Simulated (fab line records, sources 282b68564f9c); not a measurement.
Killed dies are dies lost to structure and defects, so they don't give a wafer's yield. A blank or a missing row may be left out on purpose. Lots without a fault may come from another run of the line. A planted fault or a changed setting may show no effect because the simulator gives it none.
Split-lot experiment | flow rit_cmos | 5 lots, 23 wafers read, on a route of 202 steps

THE SPLIT
At RIT_GATE_DEVELOP_15 (develop time 50 s), the setting dev_temp_c was moved away from the recipe's 23 C on 11 of the 23 wafers read, by -14.9% to +7.5%. The other wafers ran this setting at the recipe's value.

FROM THE SPLIT TO THE READING: what the file shows between them, 11 steps
- RIT_NLDD_SOFTBAKE_02: time 60 s (also split here: temp_c)
- RIT_NLDD_DEVELOP_05: develop time 50 s (also split here: develop_time_s)
- RIT_PLDD_IMPLANT_08 (also split here: energy_kev)
- RIT_PLDD_STRIP_09: strips in O2, time 180 s
- RIT_SPACER_CVD_03: deposits Si3N4 from SiH2Cl2/NH3, target thk 250 nm, time 3300 s
- RIT_SPACER_ETCHBACK_05: etches Si3N4 in SF6/CHF3, stops on SiO2, target depth 250 nm, time 240 s
- RIT_NSD_COAT_01: resist thk 1000 nm (also split here: resist_thk_nm)
- RIT_NSD_SOFTBAKE_02: time 60 s
- RIT_NSD_EXPOSE_03: exposes mask M9, target cd 40700 nm
- RIT_NSD_DEVELOP_05: develop time 50 s
- RIT_NSD_HARDBAKE_07: time 60 s

THE READING
etest.pmos_turned.drive_ua_um (the simulator's own value, which no gauge read), at RIT_M1_PROBE_99. The file gives no usual value for it. The 12 wafers here that ran the recipe average 202.3, standard deviation 10.

wafer  | tool, chamber at the split | dev_temp_c as run, C | against the recipe | etest.pmos_turned.drive_ua_um | against lot-mates on the recipe
L074.1 | litho_track-03, 0          | 23                   | recipe             | 192.2                         | -
L074.2 | litho_track-03, 0          | 24.15                | +5.0%              | 183.3                         | -9.8
L074.3 | litho_track-03, 0          | 24.15                | +5.0%              | 181.4                         | -11.7
L074.4 | litho_track-03, 0          | 24.15                | +5.0%              | 184.6                         | -8.5
L074.5 | litho_track-03, 0          | 23                   | recipe             | 194.1                         | -
L079.2 | litho_track-03, 0          | 23                   | recipe             | 188.7                         | -
L079.3 | litho_track-03, 0          | 23                   | recipe             | 192.9                         | -
L079.4 | litho_track-03, 0          | 24.73                | +7.5%              | 175.2                         | -15.6
L079.5 | litho_track-03, 0          | 24.73                | +7.5%              | 187.8                         | -3.0
L079.6 | litho_track-03, 0          | 24.73                | +7.5%              | 182.4                         | -8.4
L080.1 | litho_track-03, 0          | 23                   | recipe             | 196.5                         | -
L080.2 | litho_track-03, 0          | 19.86                | -13.7%             | 223.2                         | +29.1
L080.3 | litho_track-03, 0          | 19.86                | -13.7%             | 233.8                         | +39.7
L080.4 | litho_track-03, 0          | 23                   | recipe             | 191.7                         | -
L080.5 | litho_track-03, 0          | 19.86                | -13.7%             | 228.7                         | +34.6
L081.1 | litho_track-01, 0          | 23                   | recipe             | 207.1                         | -
L081.2 | litho_track-01, 0          | 19.58                | -14.9%             | 267.5                         | +54.5
L081.3 | litho_track-01, 0          | 19.58                | -14.9%             | 266.5                         | +53.5
L081.5 | litho_track-01, 0          | 23                   | recipe             | 217.7                         | -
L081.6 | litho_track-01, 0          | 23                   | recipe             | 214.3                         | -
L082.3 | litho_track-01, 0          | 23                   | recipe             | 209                           | -
L082.4 | litho_track-01, 0          | 23                   | recipe             | 213.2                         | -
L082.6 | litho_track-01, 0          | 23                   | recipe             | 210.8                         | -

THE FIT
A straight line over all 23 wafers: etest.pmos_turned.drive_ua_um changes by -3.02 for each +1% of dev_temp_c; r = -0.89; the points scatter about the line by 12.
The same after taking each lot's own level away (the mean of its wafers on the recipe; 23 wafers): -2.63 for each +1%; r = -0.95; scatter 6.4.
On that fit, the largest move of dev_temp_c shifts the reading by 39.
The lots' own levels span 190.80 to 213.03, that is 2.2 times the standard deviation above.
So the lot-to-lot level changes the slope: the two fits differ.
Check: with one of the wafers moved furthest among these (-14.9%) left out of the fit, the line predicts +39 for it against its lot-mates. It came out at +54.5 against them.

OTHER SPLITS ON THESE WAFERS
These wafers also went through other splits before the reading. Each is held against what the fit with the lots' levels taken away leaves over:
other split on the same wafers       | wafers away from the commonest value | r with etest.pmos_turned.drive_ua_um (lot level and that fit taken away)
RIT_ACTIVE_COAT_06 spin_rpm          | 8                                    | -0.18
RIT_ACTIVE_EXPOSE_08 dose_mj         | 7                                    | -0.14
RIT_NRETRO_COAT_01 resist_thk_nm     | 7                                    | -0.32
RIT_NRETRO_DEVELOP_05 develop_time_s | 8                                    | -0.42
RIT_PRETRO_COAT_01 spin_rpm          | 7                                    | -0.18
RIT_GATE_CVD_08 time_s               | 18                                   | -0.26
RIT_NLDD_SOFTBAKE_02 temp_c          | 10                                   | +0.42
RIT_NLDD_DEVELOP_05 develop_time_s   | 11                                   | -0.05
RIT_PLDD_IMPLANT_08 energy_kev       | 6                                    | +0.42
RIT_NSD_COAT_01 resist_thk_nm        | 4                                    | -0.32

THE WHOLE CHAIN: every reading that the file lists as answering this split, in the file's order
step            | what it does | reading                                                                        | change (the file's fit)           | r (the file's)
RIT_M1_PROBE_99 |              | etest.pmos_turned.r_on_ohm_um (the simulator's own value, which no gauge read) | +33.6 for each +1% of the setting | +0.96
RIT_M1_PROBE_99 |              | etest.pmos_0p3.r_on_ohm_um (the simulator's own value, which no gauge read)    | +31.1 for each +1% of the setting | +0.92
RIT_M1_PROBE_99 |              | etest.pmos_0p15.r_on_ohm_um (the simulator's own value, which no gauge read)   | +32.3 for each +1% of the setting | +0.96
RIT_M1_PROBE_99 |              | etest.nmos_turned.drive_ua_um (the simulator's own value, which no gauge read) | -4.13 for each +1% of the setting | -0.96
RIT_M1_PROBE_99 |              | etest.nmos_0p15.drive_ua_um (the simulator's own value, which no gauge read)   | -7.09 for each +1% of the setting | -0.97
RIT_M1_PROBE_99 |              | etest.pmos_turned.drive_ua_um (the simulator's own value, which no gauge read) | -2.84 for each +1% of the setting | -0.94

THE FILE'S OWN FIT
etest.pmos_turned.drive_ua_um changes by -2.84 for each +1% of dev_temp_c, r = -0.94.
